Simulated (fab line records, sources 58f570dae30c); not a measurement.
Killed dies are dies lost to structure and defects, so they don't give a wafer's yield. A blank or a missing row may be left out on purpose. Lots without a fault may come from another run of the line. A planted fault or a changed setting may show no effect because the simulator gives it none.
fab line records | flow berkeley_cmos170
record lots=14 wafers=42 last_day=12
route steps=331 shown GATE@138 NLDD@162 SPACER@172
lots that met no fault: from a run of the same line without faults
start_h: hours from the record's first day to the start of the lot's first wafer shown | wait_h: hours since the lot's step before | " the same as in the row above | L1.1+2: a row that stands for several wafers | - no value, or no start given | * or withheld: withheld | < > ~ a bound
route shown NAME@n: a module of which the file shows steps, and the number in the route of the first | usual: mean/standard deviation of fault-free wafers | same: alike in all rows | chamber/n: place in a boat | sites: the reading at each site | _std_site: their standard deviation | _edge_site: outer sites' mean less inner sites' | radius_mm: how far each site lies from the wafer's centre | mask NAME#n: copy n | behind: the tool/chamber that last shaped the wafer | hold: why the lot was held/for how many hours/how that ended | device: the transistor (n, p or np) that didn't switch | end of line: the same wafers' tests at the end of the route | a step without rows: its recipe alone | killed: dies lost to structure and defects at the first sort, not the wafer's yield | map: a wafer's dies, x killed, . not, _ none there
set.NAME: the setting as run; set.NAME@STEP: as run at that earlier step | model.NAME: the simulator's own value behind a step, which no gauge read
steps of the route over a sample of lots; a table a step, a row a wafer
## steps
# step UCB170_GATE_CD_MEAS_12
# recipe target_cd_nm=350
# usual cd_nm=350.3/1.6
# columns lot.wafer tool chamber start_h wait_h cd_nm
L953.2 cd_sem-02 - 155.14 - 351.8
L953.5 " - " " 351.9
L953.6 " - " " 352.2
L954.4 cd_sem-02 - 155.70 - 349.0
L954.5 " - " " 350.6
L954.6 " - " " 349.8
L958.1 cd_sem-02 - 171.49 - 348.8
L958.2 " - " " 350.2
L958.4 " - " " 351.6
L959.1 cd_sem-02 - 171.85 - 350.4
L959.3 " - " " 349.4
L959.4 " - " " 350.4
L960.1 cd_sem-02 - 186.21 - 352.1
L960.3 " - " " 351.7
L960.5 " - " " 352.4
L962.4 cd_sem-02 - 186.63 - 350.0
L962.5 " - " " 350.7
L962.6 " - " " 350.8
L963.3 cd_sem-02 - 194.23 - 352.3
L963.4 " - " " 352.1
L963.6 " - " " 352.9
L966.2 cd_sem-02 - 202.51 - 348.4
L966.3 " - " " 349.4
L966.4 " - " " 350.6
L968.1 cd_sem-01 - 224.54 - 350.0
L968.3 " - " " 348.1
L968.4 " - " " 349.4
L969.1 cd_sem-01 - 224.94 - 351.7
L969.5 " - " " 352.5
L969.6 " - " " 350.8
L972.1 cd_sem-02 - 250.14 - 350.6
L972.4 " - " " 349.0
L972.6 " - " " 349.9
L974.2 cd_sem-01 - 250.43 - 349.1
L974.3 " - " " 350.4
L974.4 " - " " 349.3
L973.1 cd_sem-01 - 250.63 - 350.7
L973.4 " - " " 350.9
L973.6 " - " " 350.2
L976.1 cd_sem-01 - 259.02 - 351.3
L976.2 " - " " 350.6
L976.6 " - " " 352.0
# step UCB170_NLDD_PEB_04
# recipe peb_temp_c=130 peb_time_s=withheld resist=KrF
# usual chill_plate_temp_C=23.04/0.11 exhaust_pa=45.2/1
# columns lot.wafer tool chamber start_h wait_h chill_plate_temp_C exhaust_pa
L953.2 litho_track-04 0 159.53 0.2 22.98 43.6
L953.5 " 0 " " 23.11 44.4
L953.6 " 0 " " 23.03 44.5
L954.4 litho_track-03 0 161.58 0.2 23.17 45.9
L954.5 " 0 " " 22.89 45.6
L954.6 " 0 " " 23.08 44.7
L958.1 litho_track-04 0 176.31 0.3 22.98 44.8
L958.2 " 0 " " 23.05 45.5
L958.4 " 0 " " 23.08 43.7
L959.1 litho_track-04 - 176.79 0.1 - -
L959.3 " - " " - -
L959.4 " - " " - -
L960.1 litho_track-04 - 193 - - -
L960.3 " - " " - -
L960.5 " - " " - -
L962.4 litho_track-03 0 194.29 0.8 23.15 45.6
L962.5 " 0 " " 23.00 45.5
L962.6 " 0 " " 23.22 46.4
L963.3 litho_track-04 0 203 - 22.99 43.7
L963.4 " 0 " " 23.21 43.2
L963.6 " 0 " " 23.03 43.7
L966.2 litho_track-01 0 209.39 0.5 22.88 45.8
L966.3 " 0 " " 22.89 44.5
L966.4 " 0 " " 22.94 46.6
L968.1 litho_track-04 0 229 - 22.98 44.3
L968.3 " 0 " " 22.97 44.9
L968.4 " 0 " " 23.02 43.4
L969.1 litho_track-04 0 230.74 1.0 23.09 45.1
L969.5 " 0 " " 22.97 43.3
L969.6 " 0 " " 22.99 45.6
L972.1 litho_track-04 0 253.45 0.3 23.08 44.9
L972.4 " 0 " " 22.95 45.5
L972.6 " 0 " " 23.13 44.7
L974.2 litho_track-04 0 253.75 0.3 23.06 43.7
L974.3 " 0 " " 23.00 44.1
L974.4 " 0 " " 23.04 41.9
L973.1 litho_track-03 0 254.05 0.1 23.17 44.9
L973.4 " 0 " " 23.00 45.9
L973.6 " 0 " " 23.01 45.3
L976.1 litho_track-01 0 262.35 0.1 22.99 46.1
L976.2 " 0 " " 23.09 45.8
L976.6 " 0 " " 23.17 46.1
# step UCB170_NLDD_OVL_MEAS_07
# usual NLDD_OVL=-5/4.5
# columns lot.wafer tool chamber start_h wait_h NLDD_OVL[nm]
L953.2 overlay-02 - 159.91 0.1 -9
L953.5 " - " " -11
L953.6 " - " " -10
L954.4 overlay-02 - 161.92 0.1 -11
L954.5 " - " " -8
L954.6 " - " " -11
L958.1 overlay-02 - 176.81 0.1 -18
L958.2 " - " " -11
L958.4 " - " " -12
L959.1 overlay-02 - 177.19 0.1 -
L959.3 " - " " -
L959.4 " - " " -
L960.1 overlay-02 - 193.83 0.1 -
L960.3 " - " " -
L960.5 " - " " -
L962.4 overlay-02 - 194.93 0.1 2
L962.5 " - " " -7
L962.6 " - " " -7
L963.3 overlay-01 - 203.82 0.1 -6
L963.4 " - " " -5
L963.6 " - " " -6
L966.2 overlay-01 - 209.88 0.1 -4
L966.3 " - " " -8
L966.4 " - " " -3
L968.1 overlay-02 - 229.59 0.1 -6
L968.3 " - " " -1
L968.4 " - " " 1
L969.1 overlay-02 - 231.14 0.1 -1
L969.5 " - " " 1
L969.6 " - " " 8
L972.1 overlay-02 - 253.85 0.1 -13
L972.4 " - " " -6
L972.6 " - " " -4
L974.2 overlay-02 - 254.13 0.1 -6
L974.3 " - " " -14
L974.4 " - " " -4
L973.1 overlay-02 - 254.45 0.1 -13
L973.4 " - " " -11
L973.6 " - " " -7
L976.1 overlay-02 - 262.74 0.1 4
L976.2 " - " " -4
L976.6 " - " " -1
# step UCB170_SPACER_THK_MEAS_01
# recipe reads=SiO2_of_SPACER_CVD_00
# usual SPACER_TEOS_THK=379/4.6
# columns lot.wafer tool chamber start_h wait_h SPACER_TEOS_THK[nm]
L953.2 film_metro-01 - 161.30 0.0 377
L953.5 " - " " 382
L953.6 " - " " 380
L954.4 film_metro-04 - 162.64 0.0 377
L954.5 " - " " 379
L954.6 " - " " 377
L958.1 film_metro-03 - 177.53 0.0 379
L958.2 " - " " 381
L958.4 " - " " 382
L959.1 film_metro-01 - 177.94 0.0 386
L959.3 " - " " 380
L959.4 " - " " 386
L960.1 film_metro-01 - 197.27 0.0 374
L960.3 " - " " 373
L960.5 " - " " 382
L962.4 film_metro-03 - 197.30 0.0 374
L962.5 " - " " 376
L962.6 " - " " 377
L963.3 film_metro-03 - 204.71 0.0 379
L963.4 " - " " 382
L963.6 " - " " 386
L966.2 film_metro-01 - 210.93 0.2 373
L966.3 " - " " 377
L966.4 " - " " 383
L968.1 film_metro-01 - 230.32 0.0 382
L968.3 " - " " 382
L968.4 " - " " 386
L969.1 film_metro-01 - 231.96 0.0 376
L969.5 " - " " 386
L969.6 " - " " 377
L972.1 film_metro-04 - 254.56 0.0 375
L972.4 " - " " 381
L972.6 " - " " 378
L974.2 film_metro-03 - 254.85 0.0 376
L974.3 " - " " 378
L974.4 " - " " 387
L973.1 film_metro-03 - 255.16 0.0 373
L973.4 " - " " 378
L973.6 " - " " 378
L976.1 film_metro-01 - 263.45 0.0 376
L976.2 " - " " 373
L976.6 " - " " 380
## key
first_sign step=UCB170_NLDD_PEB_04 reading=tool_record direction=missing
effect none on later readings
met_at UCB170_NLDD_PEB_04
struck_lots L959,L960
rows_end L960.1,L960.3,L960.5
sort_left_out L959.1,L959.3,L959.4
tester_left_out L959
not_acting_at UCB170_GATE_CD_MEAS_12,UCB170_NLDD_OVL_MEAS_07,UCB170_SPACER_THK_MEAS_01
onset_between 176.31 176.79
fault kind=skipped_step_whole tool=litho_track-04 chamber=- onset_h=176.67 steps=UCB170_NLDD_PEB_04 scope=struck_lots_only
# tester_left_out: of these lots the tester's yield and bins aren't shown, on N5 and GAA mostly nor the transistor test; their killed dies are dies lost to structure and defects alone, not to doping, threshold or leakage, so they don't give the yield
# sort_left_out: the simulated sort isn't trusted on such a fault, so these wafers' sort isn't shown, and their yield isn't known
# rows_end: these wafers met a further fault down the route, and their rows from its step on are left out
